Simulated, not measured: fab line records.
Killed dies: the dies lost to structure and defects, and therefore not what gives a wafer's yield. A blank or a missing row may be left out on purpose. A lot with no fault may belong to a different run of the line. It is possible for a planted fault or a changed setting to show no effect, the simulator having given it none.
Which tool did it?	flow berkeley-cmos170	6 lots, 18 wafers sampled, at 3 steps of a route of 331

== WHAT EACH GAUGE READ, for each wafer ==
UCB170_M1_OVL_MEAS_10.
lot	measured	on	M1_OVL (nm)
L319	day 7 01:43	overlay-01	7 5 3
L320	day 8 04:17	overlay-02	-8 -10 -4
L322	day 8 05:14	overlay-02	200 195 188
L325	day 9 00:42	overlay-02	196 197 196
L333	day 10 21:29	overlay-01	-2 1 4
L336	day 11 13:18	overlay-01	6 5 5

== WHAT TOOL EACH LOT RAN ON (gives the tool, then ch and the chambers of the sampled wafers, and finally the start) ==
lot	UCB170_PWELL_STRIP_16	UCB170_M1_EXPOSE_06
L319	plasma-asher-01 ch 0,1, day 3 09:15	krf-scanner-01 ch 0, day 7 00:57
L320	plasma-asher-02 ch 0,1, day 3 21:53	krf-scanner-01 ch 0, day 8 03:45
L322	plasma-asher-01 ch 0,1, day 4 01:09	krf-scanner-01 ch 0, day 8 04:43
L325	plasma-asher-04 ch 0,1, day 4 18:11	krf-scanner-01 ch 0, day 8 23:34
L333	plasma-asher-02 ch 0,1, day 6 12:58	krf-scanner-02 ch 0, day 10 20:59
L336	plasma-asher-02 ch 0,1, day 7 02:47	krf-scanner-02 ch 0, day 11 12:34
- UCB170_PWELL_STRIP_16: strips in O2.
- UCB170_M1_EXPOSE_06: exposes mask METAL1, target cd 700 nm.

== THE ANSWER, worked out from the rows above alone ==
Rule: the usual values come from the lots themselves. Put in order of their means at a reading, lots are off if they are a third of the lots or fewer, leave a main group of 4 or more, and stand apart from it by a gap of 3 or more times the standard deviation of the main group's means; of several such gaps the widest counts. If all means in a main group match to the digits the tables above print for the reading, that group is not used. A lot without any number at a reading at which 4 lots or more have one is off too. All remaining lots with rows at the step are treated as sound.
Off: at UCB170_M1_OVL_MEAS_10 (M1_OVL), L322, L325. The main group has a mean of 1 nm with a standard deviation of 5.1.
If a tool, at a process step before that reading, ran all the lots that are off and no sound lot after the first of them, it fits. Gauges at UCB170_M1_OVL_MEAS_10: tried the same way as those tools. 2 tools fit, krf-scanner-01 at UCB170_M1_EXPOSE_06 and overlay-02 at UCB170_M1_OVL_MEAS_10, so this cannot tell which one it is.

== WHAT WAS PUT IN BY THE SIMULATOR ==
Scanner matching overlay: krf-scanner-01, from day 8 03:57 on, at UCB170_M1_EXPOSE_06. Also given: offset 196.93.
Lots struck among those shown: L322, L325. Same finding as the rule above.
